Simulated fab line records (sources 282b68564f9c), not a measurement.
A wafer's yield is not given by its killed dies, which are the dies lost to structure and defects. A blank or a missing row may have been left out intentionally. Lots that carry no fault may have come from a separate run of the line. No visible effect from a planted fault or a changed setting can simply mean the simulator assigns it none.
What tool caused it? + flow rit-cmos + 13 lots with 39 wafers sampled at 2 steps, on a route of 202 steps

## WHAT THE GAUGES SHOWED, per wafer
RIT_GATE_CD_MEAS_16: the cd target is 150 nm.
| lot  | measured    | on        | cd-nm (nm)        |
|------|-------------|-----------|-------------------|
| L483 | day 3 05:05 | cd-sem-01 | 152.1 152.0 151.0 |
| L482 | day 3 05:17 | cd-sem-02 | 150.5 150.3 148.2 |
| L484 | day 3 12:14 | cd-sem-01 | 155.6 154.4 156.8 |
| L485 | day 3 15:34 | cd-sem-01 | 149.0 149.0 145.9 |
| L486 | day 3 19:05 | cd-sem-01 | 151.6 150.5 153.5 |
| L487 | day 4 00:33 | cd-sem-02 | 149.7 152.6 153.1 |
| L488 | day 4 05:40 | cd-sem-01 | 145.3 147.6 146.2 |
| L491 | day 4 19:46 | cd-sem-02 | 148.7 149.4 147.7 |
| L490 | day 4 19:59 | cd-sem-02 | 146.8 149.3 147.4 |
| L493 | day 5 06:23 | cd-sem-01 | 159.9 157.4 158.3 |
| L502 | day 7 01:23 | cd-sem-02 | 149.9 147.9 150.5 |
| L503 | day 7 08:02 | cd-sem-02 | 147.6 147.0 148.0 |
| L504 | day 7 11:06 | cd-sem-02 | 146.8 148.1 143.3 |

## WHICH TOOL RAN EACH LOT (tool, then ch and the chambers of the sampled wafers, then the start)
| lot  | RIT_GATE_DEVELOP_15              |
|------|----------------------------------|
| L483 | litho-track-02 ch 0, day 3 04:00 |
| L482 | litho-track-01 ch 0, day 3 05:00 |
| L484 | litho-track-02 ch 0, day 3 12:00 |
| L485 | litho-track-02 ch 0, day 3 15:00 |
| L486 | litho-track-04 ch 0, day 3 18:00 |
| L487 | litho-track-04 ch 0, day 4 00:00 |
| L488 | litho-track-04 ch 0, day 4 05:00 |
| L491 | litho-track-01 ch 0, day 4 19:00 |
| L490 | litho-track-02 ch 0, day 4 19:00 |
| L493 | litho-track-04 ch 0, day 5 06:00 |
| L502 | litho-track-02 ch 0, day 7 01:00 |
| L503 | litho-track-01 ch 0, day 7 07:00 |
| L504 | litho-track-02 ch 0, day 7 10:00 |
- RIT_GATE_DEVELOP_15: develop time 50 s.

## AS READ BY THE TOOLS THEMSELVES (means over the sampled wafers that have a number; for cases with no such wafer, the mark the record gives instead)
RIT_GATE_DEVELOP_15.
| lot  | tool           | chill-plate-temp-C (C) | developer-temp-C (C) | resist-line-temp-C (C) |
|------|----------------|------------------------|----------------------|------------------------|
| L483 | litho-track-02 | 23.09                  | 23.06                | 23.02                  |
| L482 | litho-track-01 | 22.70                  | 22.94                | 22.97                  |
| L484 | litho-track-02 | 22.97                  | 23.01                | 23.05                  |
| L485 | litho-track-02 | 23.13                  | 22.87                | 22.98                  |
| L486 | litho-track-04 | 23.10                  | 22.96                | 22.92                  |
| L487 | litho-track-04 | 22.95                  | 23.09                | 23.00                  |
| L488 | litho-track-04 | 22.85                  | 23.02                | 23.01                  |
| L491 | litho-track-01 | 23.02                  | 22.98                | 22.98                  |
| L490 | litho-track-02 | 22.99                  | 23.21                | 23.07                  |
| L493 | litho-track-04 | 23.05                  | 22.80                | 23.03                  |
| L502 | litho-track-02 | 23.01                  | 23.02                | 22.86                  |
| L503 | litho-track-01 | 22.99                  | 23.04                | 22.99                  |
| L504 | litho-track-02 | 23.07                  | 23.21                | 22.87                  |

## THE ANSWER, worked out from the rows above alone
Rule: what is usual is taken from the lots themselves. Put in order of their means at a reading, lots are off if they are a third of the lots or fewer, leave a main group of 4 or more, and stand apart from it by a gap of 3 or more times the standard deviation of the main group's means; of several such gaps the widest counts. The tables above print the reading to a certain number of digits; a main group whose means all agree to those digits is not used. A lot without any number at a reading at which 4 lots or more have one is off too. All remaining lots with rows at the step are treated as sound. The gauges are gone through in route order, then the tools' own readings, and for those a lot's mean is taken as printed above. At the first step where some lot is off, the reading lying furthest off is the one used; lots without a number count as furthest.
Across all readings shown, no lot is off: no conclusion can be drawn from this.

## WHAT HAD BEEN PUT IN BY THE SIMULATOR
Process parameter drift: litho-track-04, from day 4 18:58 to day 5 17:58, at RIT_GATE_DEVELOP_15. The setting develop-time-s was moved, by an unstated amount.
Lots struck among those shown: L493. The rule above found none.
